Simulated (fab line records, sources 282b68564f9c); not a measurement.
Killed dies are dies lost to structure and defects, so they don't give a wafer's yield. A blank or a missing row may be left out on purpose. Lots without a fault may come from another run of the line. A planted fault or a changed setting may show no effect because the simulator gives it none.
Which tool did it? | flow rit_cmos | 14 lots, 42 wafers sampled, at 4 steps of a route of 202

WHAT THE GAUGES READ, wafer by wafer
RIT_PLDD_OVL_MEAS_06.
lot  | measured    | on         | PLDD_OVL (nm)
L868 | day 3 00:02 | overlay-01 | 0.3 1.8 0.9
L869 | day 3 00:17 | overlay-02 | -0.9 -1.2 -1.4
L871 | day 3 11:40 | overlay-02 | 0.2 -0.6 0.3
L872 | day 3 16:41 | overlay-01 | 0.7 0.3 0.0
L873 | day 3 23:17 | overlay-01 | 0.1 -1.1 -2.4
L874 | day 4 04:01 | overlay-02 | -0.2 -1.8 -0.2
L875 | day 4 11:19 | overlay-02 | -0.5 0.0 -0.9
L876 | day 4 15:01 | overlay-02 | 0.8 0.6 1.6
L878 | day 5 05:02 | overlay-02 | 1.8 2.6 2.7
L882 | day 5 23:37 | overlay-02 | 0.3 1.1 0.3
L885 | day 6 14:11 | overlay-02 | 0.2 -0.3 1.2
L886 | day 6 17:32 | overlay-01 | 0.2 0.2 -0.1
L887 | day 6 20:11 | overlay-01 | -2.4 -3.6 -3.3
L891 | day 7 17:08 | overlay-02 | 0.5 0.5 1.5

RIT_CONTACT_THK_MEAS_01.
lot  | measured    | on            | CONTACT_TEOS_THK (nm)
L868 | day 3 07:34 | film_metro-04 | 393 400 401
L869 | day 3 09:59 | film_metro-03 | 401 399 394
L871 | day 3 19:16 | film_metro-04 | 397 392 403
L872 | day 4 01:08 | film_metro-03 | 389 396 395
L873 | day 4 07:47 | film_metro-04 | 400 407 401
L874 | day 4 11:43 | film_metro-02 | 399 401 406
L875 | day 4 18:58 | film_metro-04 | 390 400 394
L876 | day 4 22:44 | film_metro-03 | 393 398 399
L878 | day 5 12:34 | film_metro-04 | 395 391 401
L882 | day 6 08:08 | film_metro-02 | 391 399 398
L885 | day 6 21:41 | film_metro-04 | 394 404 410
L886 | day 7 01:53 | film_metro-03 | 402 395 402
L887 | day 7 03:50 | film_metro-02 | 395 402 402
L891 | day 8 00:47 | film_metro-02 | 406 401 398

WHICH TOOL RAN EACH LOT (tool, then ch and the chambers of the sampled wafers, then the start)
lot  | RIT_ACTIVE_STRIP_14                 | RIT_NRETRO_IMPLANT_08
L868 | plasma_asher-02 ch 0,1, day 1 16:28 | implanter-02 ch 0, day 2 07:24
L869 | plasma_asher-02 ch 0,1, day 1 19:50 | implanter-02 ch 0, day 2 11:25
L871 | plasma_asher-03 ch 0,1, day 2 06:09 | implanter-03 ch 0, day 2 22:12
L872 | plasma_asher-04 ch 0,1, day 2 11:46 | implanter-02 ch 0, day 3 02:58
L873 | plasma_asher-03 ch 0,1, day 2 16:45 | implanter-03 ch 0, day 3 08:16
L874 | plasma_asher-02 ch 0,1, day 2 22:28 | implanter-02 ch 0, day 3 13:12
L875 | plasma_asher-02 ch 0,1, day 3 03:41 | implanter-03 ch 0, day 3 18:25
L876 | plasma_asher-02 ch 0,1, day 3 07:22 | implanter-03 ch 0, day 3 23:39
L878 | plasma_asher-03 ch 0,1, day 3 17:14 | implanter-01 ch 0, day 4 13:56
L882 | plasma_asher-02 ch 0,1, day 4 13:35 | implanter-02 ch 0, day 5 06:47
L885 | plasma_asher-03 ch 0,1, day 5 04:59 | implanter-01 ch 0, day 5 21:23
L886 | plasma_asher-03 ch 0,1, day 5 11:52 | implanter-01 ch 0, day 6 03:42
L887 | plasma_asher-03 ch 0,1, day 5 14:50 | implanter-02 ch 0, day 6 06:01
L891 | plasma_asher-02 ch 0,1, day 6 10:37 | implanter-03 ch 0, day 7 01:10
- RIT_ACTIVE_STRIP_14: strips in O2, time 180 s.
- RIT_NRETRO_IMPLANT_08

WHAT THE TOOLS THEMSELVES READ (means of the sampled wafers that have a number; where no wafer has one, the mark that the record gives instead)
RIT_ACTIVE_STRIP_14.
lot  | tool            | drypump_motor_current_A (A) | o2_flow_sccm (sccm) | rf_refl_power_W (W)
L868 | plasma_asher-02 | 6.1                         | 4011                | 6.7
L869 | plasma_asher-02 | 6.1                         | 3999                | 6.6
L871 | plasma_asher-03 | 5.4                         | 3996                | 7.2
L872 | plasma_asher-04 | 5.4                         | 4009                | 5.1
L873 | plasma_asher-03 | 5.4                         | 3997                | 7.4
L874 | plasma_asher-02 | 5.7                         | 4009                | 6.2
L875 | plasma_asher-02 | 5.8                         | 4002                | 6.2
L876 | plasma_asher-02 | 5.7                         | 3998                | 5.7
L878 | plasma_asher-03 | 5.4                         | 3995                | 7.3
L882 | plasma_asher-02 | 6.1                         | 4012                | 6.7
L885 | plasma_asher-03 | 5.4                         | 4010                | 7.1
L886 | plasma_asher-03 | 5.5                         | 3988                | 6.1
L887 | plasma_asher-03 | 5.4                         | 3997                | 7.1
L891 | plasma_asher-02 | 5.7                         | 4004                | 5.9

RIT_NRETRO_IMPLANT_08.
lot  | tool         | tilt_deg (degrees)
L868 | implanter-02 | 7.015
L869 | implanter-02 | 7.003
L871 | implanter-03 | 7.014
L872 | implanter-02 | 7.005
L873 | implanter-03 | 6.989
L874 | implanter-02 | 6.980
L875 | implanter-03 | 7.699
L876 | implanter-03 | 7.718
L878 | implanter-01 | 6.991
L882 | implanter-02 | 6.983
L885 | implanter-01 | 6.980
L886 | implanter-01 | 6.988
L887 | implanter-02 | 7.009
L891 | implanter-03 | 6.991

THE ANSWER, worked out from the rows above alone
Rule: what is usual is taken from the lots themselves. Put in order of their means at a reading, lots are off if they are a third of the lots or fewer, leave a main group of 4 or more, and stand apart from it by a gap of 3 or more times the standard deviation of the main group's means; of several such gaps the widest counts. A main group whose means are all the same, to the digits that the tables above print for the reading, isn't used. A lot without any number at a reading at which 4 lots or more have one is off too. The other lots that the step has rows for count as sound. The gauges are gone through in route order, then the tools' own readings, and for those a lot's mean is taken as printed above. The first step at which some lot is off is used, and at that step the reading that is off furthest; a lot without a number counts as furthest.
Off: L875, L876, at RIT_NRETRO_IMPLANT_08 (tilt_deg). The main group: mean 6.996 degrees, standard deviation 0.012.
A tool fits if, at that step or a process step before it, it ran every lot that is off, and no sound lot after the first of them. None of those tried fits.

WHAT THE SIMULATOR HAD PUT IN
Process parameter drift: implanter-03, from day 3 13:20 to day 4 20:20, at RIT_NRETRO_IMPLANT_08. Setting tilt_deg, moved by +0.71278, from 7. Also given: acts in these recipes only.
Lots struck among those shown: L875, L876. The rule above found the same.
